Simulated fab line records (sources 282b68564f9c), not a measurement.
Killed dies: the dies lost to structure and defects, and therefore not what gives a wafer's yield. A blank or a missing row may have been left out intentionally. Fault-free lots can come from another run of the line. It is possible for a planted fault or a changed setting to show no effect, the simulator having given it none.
fab line records	flow rit_cmos	part 1 of 2: steps 1 to 38 of 50
record lots=5	wafers=15	last_day=6
route steps=202 shown NLDD@109 PLDD@114 SPACER@125 NSD@131 PSD@142 SDANNEAL@153
lots that met no fault: from a run of the same line without faults
start_h: start of the lot's first displayed wafer, in hours after the record's first day	wait_h: time in hours since the lot's previous step	" the same as in the row above	L1.1+2: a single row standing in for several wafers	- either no value or no given start	* or withheld: withheld	< > ~ a bound
route shown NAME@n: names a module that has steps shown in the file, with the first one's number in the route	usual: mean and standard deviation over wafers with no fault	same: alike in all rows	chamber/n: place in a boat	sites: readings site by site	_std_site: standard deviation across them	_edge_site: inner sites' mean taken away from outer sites' mean	radius_mm: how far each site lies from the wafer's centre	mask NAME#n: copy n	behind: the last tool/chamber to shape the wafer	hold: cause of the lot's hold/its duration in hours/its outcome	device: which transistor (n, p or np) failed to switch	end of line: tests of these same wafers at the route's end	where a step has no rows: the recipe by itself	killed: not the wafer's yield, but the dies lost to structure and defects at the first sort	map: the dies of a wafer, with x for killed, . for not killed, _ for no die there
set.NAME: setting as actually run; set.NAME@STEP: the setting as run at that earlier step	model.NAME: the simulator's own value behind a step, which no gauge read
lots at some steps of the route; a table a step, a row a wafer
services: when a tool's chamber went out of use (start_h, in hours from the record's first day, below 0 if earlier), for how many hours, and the reason
## steps
# step RIT_NLDD_OVL_MEAS_06
# usual NLDD_OVL=0.6/1.6
lot.wafer	tool	chamber	start_h	wait_h	NLDD_OVL[nm]
L074.2	overlay-02	-	45.52	-	-3.0
L074.4	"	-	"	"	-4.4
L074.6	"	-	"	"	-1.8
L082.2	overlay-01	-	83.80	-	1.6
L082.3	"	-	"	"	2.4
L082.6	"	-	"	"	1.3
L084.1	overlay-02	-	90.89	-	1.8
L084.3	"	-	"	"	1.6
L084.5	"	-	"	"	1.1
L086.1	overlay-01	-	102.33	-	1.5
L086.3	"	-	"	"	0.7
L086.4	"	-	"	"	1.0
L093.2	overlay-02	-	137.31	-	0.6
L093.4	"	-	"	"	1.1
L093.5	"	-	"	"	2.1
# step RIT_NLDD_HARDBAKE_07
# recipe resist=NOVOLAK	temp_c=140	time_s=60
lot.wafer	tool	chamber	start_h	wait_h
L074.2+4+6	litho_track-01	0	45.57	0.0
L082.2+3+6	litho_track-01	0	83.86	0.0
L084.1+3+5	litho_track-02	0	90.93	0.0
L086.1+3+4	litho_track-03	0	102.37	0.0
L093.2+4+5	litho_track-01	0	137.36	0.0
# step RIT_NLDD_IMPLANT_08
# recipe species=P	energy_kev=20.13	dose_cm2=5e+14	tilt_deg=7
lot.wafer	tool	chamber	start_h	wait_h
L074.2+4+6	implanter-04	0	45.72	0.1
L082.2+3+6	implanter-04	0	84.01	0.1
L084.1+3+5	implanter-01	0	91.08	0.1
L086.1+3+4	implanter-03	0	102.52	0.1
L093.2+4+5	implanter-03	0	137.51	0.1
# step RIT_NLDD_STRIP_09
# recipe chemistry=O2	time_s=180	resist=NOVOLAK	platen_temp_c=withheld	power_w=500	pressure_mtorr=4000	o2_flow_sccm=4000
# usual chamber_pressure_mTorr=4000/4	drypump_motor_current_A=5.5/0.37
lot.wafer	tool	chamber	start_h	wait_h	chamber_pressure_mTorr	drypump_motor_current_A	rf_hours_counter_h
L074.2	plasma_asher-04	1	45.85	0.1	4001	5.5	41
L074.4	"	1	"	"	3997	5.5	-
L074.6	"	1	"	"	3997	5.5	-
L082.2	plasma_asher-03	1	84.13	0.1	4006	5.7	45
L082.3	"	0	"	"	4001	4.8	-
L082.6	"	0	"	"	3997	4.8	-
L084.1	plasma_asher-02	1	91.23	0.1	4004	5.7	46
L084.3	"	1	"	"	4007	5.7	-
L084.5	"	0	"	"	4005	5.3	-
L086.1	plasma_asher-04	0	102.67	0.1	4002	5.8	48
L086.3	"	1	"	"	3995	5.5	-
L086.4	"	0	"	"	3999	5.8	-
L093.2	plasma_asher-02	1	137.64	0.1	3995	5.7	51
L093.4	"	0	"	"	3996	5.3	-
L093.5	"	1	"	"	3993	5.7	-
# step RIT_NLDD_TW_MEAS_10
# usual NLDD_TW=2477/23
lot.wafer	tool	chamber	start_h	wait_h	NLDD_TW
L074.2	film_metro-03	-	46.03	0.1	2445
L074.4	"	-	"	"	2457
L074.6	"	-	"	"	2469
L082.2	film_metro-02	-	84.32	0.1	2450
L082.3	"	-	"	"	2477
L082.6	"	-	"	"	2461
L084.1	film_metro-01	-	91.40	0.1	2518
L084.3	"	-	"	"	2527
L084.5	"	-	"	"	2514
L086.1	film_metro-03	-	102.85	0.1	2456
L086.3	"	-	"	"	2461
L086.4	"	-	"	"	2454
L093.2	film_metro-01	-	137.82	0.1	2501
L093.4	"	-	"	"	2517
L093.5	"	-	"	"	2500
# step RIT_PLDD_HMDS_00
# recipe prime_time_s=60	prime_temp_c=140
lot.wafer	tool	chamber	start_h	wait_h
L074.2+4+6	litho_track-04	0	46.11	0.1
L082.2+3+6	litho_track-04	0	84.39	0.1
L084.1+3+5	litho_track-03	0	91.46	0.1
L086.1+3+4	litho_track-04	0	102.91	0.1
L093.2+4+5	litho_track-04	0	137.90	0.1
# step RIT_PLDD_COAT_01
# recipe resist=NOVOLAK	spin_rpm=3250	resist_thk_nm=1000
lot.wafer	tool	chamber	start_h	wait_h
L074.2+4+6	litho_track-04	0	46.26	0.1
L082.2+3+6	litho_track-04	0	84.54	0.1
L084.1+3+5	litho_track-03	0	91.61	0.1
L086.1+3+4	litho_track-04	0	103.06	0.1
L093.2+4+5	litho_track-04	0	138.05	0.1
# step RIT_PLDD_SOFTBAKE_02
# recipe resist=NOVOLAK	temp_c=90	time_s=60
lot.wafer	tool	chamber	start_h	wait_h
L074.2+4+6	litho_track-04	0	46.41	0.1
L082.2+3+6	litho_track-04	0	84.69	0.1
L084.1+3+5	litho_track-03	0	91.76	0.1
L086.1+3+4	litho_track-04	0	103.21	0.1
L093.2+4+5	litho_track-04	0	138.20	0.1
# step RIT_PLDD_EXPOSE_03
# recipe mask_id=M8	na=0.57	target_cd_nm=40900	dose_mj=250
# same na=0.57
lot.wafer	tool	chamber	start_h	wait_h	mask
L074.2+4+6	iline_stepper-01	0	46.55	0.1	M8#0
L082.2+3+6	iline_stepper-02	0	84.84	0.1	M8#0
L084.1+3+5	iline_stepper-01	0	92.04	0.2	M8#0
L086.1+3+4	iline_stepper-01	0	103.48	0.2	M8#0
L093.2+4+5	iline_stepper-01	0	138.34	0.1	M8#0
# step RIT_PLDD_PEB_04
# recipe resist=NOVOLAK	temp_c=withheld	time_s=withheld
lot.wafer	tool	chamber	start_h	wait_h
L074.2+4+6	litho_track-01	0	46.68	0.1
L082.2+3+6	litho_track-03	0	84.96	0.1
L084.1+3+5	litho_track-03	0	92.16	0.1
L086.1+3+4	litho_track-03	0	103.60	0.1
L093.2+4+5	litho_track-01	0	138.48	0.1
# step RIT_PLDD_DEVELOP_05
# recipe resist=NOVOLAK	develop_time_s=50	dev_temp_c=23
lot.wafer	tool	chamber	start_h	wait_h
L074.2+4+6	litho_track-01	0	-	-
L082.2+3+6	litho_track-03	0	-	-
L084.1+3+5	litho_track-03	0	-	-
L086.1+3+4	litho_track-03	0	-	-
L093.2+4+5	litho_track-01	0	-	-
# step RIT_PLDD_OVL_MEAS_06
# usual PLDD_OVL=-0.4/1.4
lot.wafer	tool	chamber	start_h	wait_h	PLDD_OVL[nm]
L074.2	overlay-01	-	46.94	-	0.6
L074.4	"	-	"	"	-0.7
L074.6	"	-	"	"	-1.0
L082.2	overlay-01	-	85.22	-	-1.5
L082.3	"	-	"	"	-0.9
L082.6	"	-	"	"	-0.3
L084.1	overlay-02	-	92.44	-	0.0
L084.3	"	-	"	"	2.2
L084.5	"	-	"	"	0.8
L086.1	overlay-01	-	103.88	-	-1.4
L086.3	"	-	"	"	-3.8
L086.4	"	-	"	"	-1.7
L093.2	overlay-01	-	138.75	-	1.0
L093.4	"	-	"	"	-0.1
L093.5	"	-	"	"	0.0
# step RIT_PLDD_HARDBAKE_07
# recipe resist=NOVOLAK	temp_c=140	time_s=60
lot.wafer	tool	chamber	start_h	wait_h
L074.2+4+6	litho_track-01	0	47.00	0.0
L082.2+3+6	litho_track-04	0	85.28	0.0
L084.1+3+5	litho_track-01	0	92.47	0.0
L086.1+3+4	litho_track-01	0	103.92	0.0
L093.2+4+5	litho_track-03	0	138.80	0.0
# step RIT_PLDD_IMPLANT_08
# recipe species=BF2	energy_kev=20	dose_cm2=9e+14	tilt_deg=7
lot.wafer	tool	chamber	start_h	wait_h
L074.2+4+6	implanter-02	0	47.15	0.1
L082.2+3+6	implanter-01	0	85.43	0.1
L084.1+3+5	implanter-01	0	92.62	0.1
L086.1+3+4	implanter-02	0	104.07	0.1
L093.2+4+5	implanter-04	0	138.95	0.1
# step RIT_PLDD_STRIP_09
# recipe chemistry=O2	time_s=180	resist=NOVOLAK	platen_temp_c=withheld	power_w=500	pressure_mtorr=4000	o2_flow_sccm=4000
# usual chamber_pressure_mTorr=4000/3.7	drypump_motor_current_A=5.4/0.46
lot.wafer	tool	chamber	start_h	wait_h	chamber_pressure_mTorr	drypump_motor_current_A	rf_hours_counter_h
L074.2	plasma_asher-01	1	47.27	0.1	3998	5.9	25
L074.4	"	1	"	"	4006	5.8	-
L074.6	"	1	"	"	3999	5.9	-
L082.2	plasma_asher-03	0	85.55	0.1	3995	4.8	45
L082.3	"	0	"	"	3997	4.8	-
L082.6	"	0	"	"	3999	4.8	-
L084.1	plasma_asher-01	0	92.77	0.1	4000	4.8	29
L084.3	"	1	"	"	4000	5.9	-
L084.5	"	1	"	"	3990	5.8	-
L086.1	plasma_asher-03	1	104.22	0.1	3999	5.7	47
L086.3	"	0	"	"	3995	4.8	-
L086.4	"	1	"	"	4003	5.7	-
L093.2	plasma_asher-04	1	139.08	0.1	4007	5.5	2
L093.4	"	0	"	"	4002	5.7	-
L093.5	"	0	"	"	3999	5.8	-
# step RIT_PLDD_TW_MEAS_10
# usual PLDD_TW=2335/22
lot.wafer	tool	chamber	start_h	wait_h	PLDD_TW
L074.2	film_metro-02	-	47.46	0.1	2318
L074.4	"	-	"	"	2323
L074.6	"	-	"	"	2315
L082.2	film_metro-01	-	85.74	0.1	2358
L082.3	"	-	"	"	2371
L082.6	"	-	"	"	2363
L084.1	film_metro-03	-	92.95	0.1	2326
L084.3	"	-	"	"	2323
L084.5	"	-	"	"	2320
L086.1	film_metro-01	-	104.39	0.1	2362
L086.3	"	-	"	"	2363
L086.4	"	-	"	"	2367
L093.2	film_metro-01	-	139.26	0.1	2359
L093.4	"	-	"	"	2346
L093.5	"	-	"	"	2349
# step RIT_SPACER_CLEAN_00
# recipe chemistry=SC1	mix=3:3:50	time_s=574.3	temp_c=75
lot.wafer	tool	chamber	start_h	wait_h
L074.2+4+6	wet_bench-04	2	47.51	0.0
L082.2+3+6	wet_bench-01	3	85.79	0.0
L084.1+3+5	wet_bench-04	0	93.01	0.1
L086.1+3+4	wet_bench-03	0	104.45	0.1
L093.2+4+5	wet_bench-01	3	139.31	0.0
# step RIT_SPACER_CLEAN_01
# recipe chemistry=dHF	dilution=50:1	time_s=30
lot.wafer	tool	chamber	start_h	wait_h
L074.2+4+6	wet_bench-01	1	47.68	0.0
L082.2+3+6	wet_bench-04	0	85.96	0.0
L084.1+3+5	wet_bench-01	3	93.18	0.0
L086.1+3+4	wet_bench-01	1	104.63	0.0
L093.2+4+5	wet_bench-03	2	139.50	0.0
# step RIT_SPACER_CLEAN_02
# recipe chemistry=SC2	mix=3:3:50	time_s=600	temp_c=75	dry=n2_spin
lot.wafer	tool	chamber	start_h	wait_h
L074.2+4+6	wet_bench-04	2	47.70	0.0
L082.2+3+6	wet_bench-03	0	85.98	0.0
L084.1+3+5	wet_bench-04	1	93.20	0.0
L086.1+3+4	wet_bench-03	3	104.64	0.0
L093.2+4+5	wet_bench-04	0	139.52	0.0
# step RIT_SPACER_CVD_03
# recipe material=Si3N4	target_thk_nm=250	temp_c=810	precursor=SiH2Cl2/NH3	time_s=3300	pressure_mtorr=300	sih2cl2_flow_sccm=60	nh3_flow_sccm=150
lot.wafer	tool	chamber	start_h	wait_h
L074.2+4+6	lpcvd-02	0	47.87	0.0
L082.2+3+6	lpcvd-02	1	86.16	0.0
L084.1+3+5	lpcvd-01	1	93.38	0.0
L086.1+3+4	lpcvd-01	0	106.81	2.0
L093.2+4+5	lpcvd-01	1	141.03	1.3
# step RIT_SPACER_THK_MEAS_04
# recipe reads=Si3N4_of_SPACER_CVD_03
# usual SPACER_NITRIDE_THK=249.6/2.9
lot.wafer	tool	chamber	start_h	wait_h	SPACER_NITRIDE_THK[nm]
L074.2	film_metro-01	-	49.80	0.0	252.7
L074.4	"	-	"	"	250.2
L074.6	"	-	"	"	252.8
L082.2	film_metro-04	-	88.08	0.0	249.0
L082.3	"	-	"	"	249.2
L082.6	"	-	"	"	249.8
L084.1	film_metro-04	-	95.29	0.0	249.9
L084.3	"	-	"	"	250.3
L084.5	"	-	"	"	249.7
L086.1	film_metro-02	-	108.72	0.0	252.3
L086.3	"	-	"	"	250.9
L086.4	"	-	"	"	251.8
L093.2	film_metro-02	-	142.95	0.0	248.0
L093.4	"	-	"	"	247.3
L093.5	"	-	"	"	244.6
# step RIT_SPACER_ETCHBACK_05
# recipe target_depth_a=2500	SF6_flow_sccm=30	CHF3_flow_sccm=30	target=Si3N4	chemistry=SF6/CHF3	pressure_mtorr=40	rf_w=242	time_s=240	stop_on=SiO2
# usual chamber_pressure_mTorr=39.99/0.039	drypump_motor_current_A=5.8/0.4	oes_product_au=0.842/0.015	throttle_valve_pct=10.24/0.13
lot.wafer	tool	chamber	start_h	wait_h	chamber_pressure_mTorr	drypump_motor_current_A	oes_product_au	rf_hours_counter_h	throttle_valve_pct
L074.2	rie_diel-04	0	49.85	0.0	40.00	6.1	0.844	156	10.15
L074.4	"	2	"	"	40.00	5.4	0.857	94	10.26
L074.6	"	0	"	"	39.97	6.1	0.855	-	10.16
L082.2	rie_diel-04	0	88.13	0.0	40.00	6.1	0.836	157	10.15
L082.3	"	1	"	"	39.95	5.7	0.853	158	10.11
L082.6	"	2	"	"	39.96	5.4	0.843	-	10.25
L084.1	rie_diel-01	1	95.35	0.1	40.08	6.3	0.814	150	10.46
L084.3	"	0	"	"	39.98	5.4	0.858	83	10.41
L084.5	"	0	"	"	40.02	5.4	0.855	-	10.43
L086.1	rie_diel-03	2	108.78	0.1	40.00	6.1	0.856	57	10.42
L086.3	"	3	"	"	40.01	6.4	0.835	37	10.09
L086.4	"	0	"	"	39.95	6.2	0.857	-	10.30
L093.2	rie_diel-03	3	143.00	0.0	40.04	6.5	0.827	37	10.07
L093.4	"	2	"	"	39.98	6.0	0.849	58	10.41
L093.5	"	0	"	"	39.96	6.2	0.833	-	10.28
# step RIT_NSD_HMDS_00
# recipe prime_time_s=60	prime_temp_c=140
lot.wafer	tool	chamber	start_h	wait_h
L074.2+4+6	litho_track-04	0	50.02	0.1
L082.2+3+6	litho_track-04	0	88.31	0.1
L084.1+3+5	litho_track-02	0	95.50	0.1
L086.1+3+4	litho_track-02	0	108.93	0.1
L093.2+4+5	litho_track-01	0	143.18	0.1
# step RIT_NSD_COAT_01
# recipe resist=NOVOLAK	spin_rpm=3250	resist_thk_nm=1000
lot.wafer	tool	chamber	start_h	wait_h
L074.2+4+6	litho_track-04	0	50.17	0.1
L082.2+3+6	litho_track-04	0	88.46	0.1
L084.1+3+5	litho_track-02	0	95.65	0.1
L086.1+3+4	litho_track-02	0	109.08	0.1
L093.2+4+5	litho_track-01	0	143.33	0.1
# step RIT_NSD_SOFTBAKE_02
# recipe resist=NOVOLAK	temp_c=90	time_s=60
lot.wafer	tool	chamber	start_h	wait_h
L074.2+4+6	litho_track-04	0	50.32	0.1
L082.2+3+6	litho_track-04	0	88.61	0.1
L084.1+3+5	litho_track-02	0	95.80	0.1
L086.1+3+4	litho_track-02	0	109.23	0.1
L093.2+4+5	litho_track-01	0	143.48	0.1
# step RIT_NSD_EXPOSE_03
# recipe mask_id=M9	na=0.57	target_cd_nm=40700	dose_mj=250
# same na=0.57
lot.wafer	tool	chamber	start_h	wait_h	mask
L074.2+4+6	iline_stepper-02	0	50.47	0.1	M9#0
L082.2+3+6	iline_stepper-01	0	88.75	0.1	M9#0
L084.1+3+5	iline_stepper-02	0	96.08	0.2	M9#0
L086.1+3+4	iline_stepper-02	0	109.51	0.2	M9#0
L093.2+4+5	iline_stepper-01	0	143.62	0.1	M9#0
# step RIT_NSD_PEB_04
# recipe resist=NOVOLAK	temp_c=withheld	time_s=withheld
lot.wafer	tool	chamber	start_h	wait_h
L074.2+4+6	litho_track-01	0	50.59	0.1
L082.2+3+6	litho_track-02	0	88.87	0.1
L084.1+3+5	litho_track-01	0	96.20	0.1
L086.1+3+4	litho_track-01	0	109.62	0.1
L093.2+4+5	litho_track-02	0	143.74	0.1
# step RIT_NSD_DEVELOP_05
# recipe resist=NOVOLAK	develop_time_s=50	dev_temp_c=23
lot.wafer	tool	chamber	start_h	wait_h
L074.2+4+6	litho_track-01	0	-	-
L082.2+3+6	litho_track-02	0	-	-
L084.1+3+5	litho_track-01	0	-	-
L086.1+3+4	litho_track-01	0	-	-
L093.2+4+5	litho_track-02	0	-	-
# step RIT_NSD_OVL_MEAS_06
# usual NSD_OVL=0.1/1.3
lot.wafer	tool	chamber	start_h	wait_h	NSD_OVL[nm]
L074.2	overlay-02	-	50.85	-	0.4
L074.4	"	-	"	"	-1.4
L074.6	"	-	"	"	-0.6
L082.2	overlay-01	-	89.14	-	-2.4
L082.3	"	-	"	"	-0.2
L082.6	"	-	"	"	-0.7
L084.1	overlay-01	-	96.48	-	-0.5
L084.3	"	-	"	"	0.9
L084.5	"	-	"	"	-0.7
L086.1	overlay-01	-	109.91	-	0.4
L086.3	"	-	"	"	2.1
L086.4	"	-	"	"	2.0
L093.2	overlay-02	-	144.01	-	1.2
L093.4	"	-	"	"	0.5
L093.5	"	-	"	"	0.2
# step RIT_NSD_HARDBAKE_07
# recipe resist=NOVOLAK	temp_c=140	time_s=60
lot.wafer	tool	chamber	start_h	wait_h
L074.2+4+6	litho_track-04	0	50.91	0.0
L082.2+3+6	litho_track-04	0	89.19	0.0
L084.1+3+5	litho_track-02	0	96.52	0.0
L086.1+3+4	litho_track-04	0	109.94	0.0
L093.2+4+5	litho_track-02	0	144.06	0.0
# step RIT_NSD_IMPLANT_08
# recipe species=P	energy_kev=25	dose_cm2=1e+15	tilt_deg=7
lot.wafer	tool	chamber	start_h	wait_h
L074.2+4+6	implanter-02	0	51.06	0.1
L082.2+3+6	implanter-02	0	89.34	0.1
L084.1+3+5	implanter-03	0	96.67	0.1
L086.1+3+4	implanter-03	0	110.09	0.1
L093.2+4+5	implanter-02	0	144.21	0.1
# step RIT_NSD_STRIP_09
# recipe chemistry=O2	time_s=180	resist=NOVOLAK	platen_temp_c=withheld	power_w=500	pressure_mtorr=4000	o2_flow_sccm=4000
# usual chamber_pressure_mTorr=4000/3.6	drypump_motor_current_A=5.5/0.4
lot.wafer	tool	chamber	start_h	wait_h	chamber_pressure_mTorr	drypump_motor_current_A	rf_hours_counter_h
L074.2	plasma_asher-02	0	51.18	0.1	4003	5.3	41
L074.4	"	0	"	"	4001	5.3	-
L074.6	"	1	"	"	4001	5.8	-
L082.2	plasma_asher-04	0	89.47	0.1	4000	5.8	46
L082.3	"	0	"	"	3996	5.8	-
L082.6	"	0	"	"	3997	5.8	-
L084.1	plasma_asher-02	0	96.82	0.1	4006	5.3	47
L084.3	"	1	"	"	3997	5.7	-
L084.5	"	0	"	"	3999	5.3	-
L086.1	plasma_asher-01	0	110.24	0.1	3999	4.8	31
L086.3	"	0	"	"	4002	4.8	-
L086.4	"	1	"	"	4001	5.9	-
L093.2	plasma_asher-02	1	144.34	0.1	4000	5.7	52
L093.4	"	1	"	"	4001	5.7	-
L093.5	"	0	"	"	4005	5.3	-
# step RIT_NSD_TW_MEAS_10
# usual NSD_TW=3102/30
lot.wafer	tool	chamber	start_h	wait_h	NSD_TW
L074.2	film_metro-03	-	51.37	0.1	3073
L074.4	"	-	"	"	3080
L074.6	"	-	"	"	3067
L082.2	film_metro-03	-	89.65	0.1	3095
L082.3	"	-	"	"	3087
L082.6	"	-	"	"	3089
L084.1	film_metro-03	-	96.99	0.1	3063
L084.3	"	-	"	"	3101
L084.5	"	-	"	"	3074
L086.1	film_metro-01	-	110.42	0.1	3128
L086.3	"	-	"	"	3141
L086.4	"	-	"	"	3139
L093.2	film_metro-01	-	144.52	0.1	3123
L093.4	"	-	"	"	3124
L093.5	"	-	"	"	3124
# step RIT_PSD_HMDS_00
# recipe prime_time_s=60	prime_temp_c=140
lot.wafer	tool	chamber	start_h	wait_h
L074.2+4+6	litho_track-04	0	51.44	0.1
L082.2+3+6	litho_track-03	0	89.73	0.1
L084.1+3+5	litho_track-04	0	97.10	0.1
L086.1+3+4	litho_track-02	0	110.48	0.1
L093.2+4+5	litho_track-03	0	144.60	0.1
# step RIT_PSD_COAT_01
# recipe resist=NOVOLAK	spin_rpm=3250	resist_thk_nm=1000
lot.wafer	tool	chamber	start_h	wait_h
L074.2+4+6	litho_track-04	0	51.59	0.1
L082.2+3+6	litho_track-03	0	89.88	0.1
L084.1+3+5	litho_track-04	0	97.25	0.1
L086.1+3+4	litho_track-02	0	110.63	0.1
L093.2+4+5	litho_track-03	0	144.75	0.1
# step RIT_PSD_SOFTBAKE_02
# recipe resist=NOVOLAK	temp_c=90	time_s=60
lot.wafer	tool	chamber	start_h	wait_h
L074.2+4+6	litho_track-04	0	51.74	0.1
L082.2+3+6	litho_track-03	0	90.03	0.1
L084.1+3+5	litho_track-04	0	97.40	0.1
L086.1+3+4	litho_track-02	0	110.78	0.1
L093.2+4+5	litho_track-03	0	144.90	0.1
# step RIT_PSD_EXPOSE_03
# recipe mask_id=M10	na=0.57	target_cd_nm=40900	dose_mj=250
# same na=0.57
lot.wafer	tool	chamber	start_h	wait_h	mask
L074.2+4+6	iline_stepper-02	0	51.89	0.1	M10#0
L082.2+3+6	iline_stepper-01	0	90.30	0.2	M10#0
L084.1+3+5	iline_stepper-02	0	97.55	0.1	M10#0
L086.1+3+4	iline_stepper-01	0	111.05	0.2	M10#0
L093.2+4+5	iline_stepper-02	0	145.17	0.2	M10#0
# step RIT_PSD_PEB_04
# recipe resist=NOVOLAK	temp_c=withheld	time_s=withheld
lot.wafer	tool	chamber	start_h	wait_h
L074.2+4+6	litho_track-04	0	52.01	0.1
L082.2+3+6	litho_track-04	0	90.42	0.1
L084.1+3+5	litho_track-04	0	97.67	0.1
L086.1+3+4	litho_track-03	0	111.17	0.1
L093.2+4+5	litho_track-04	0	145.29	0.1
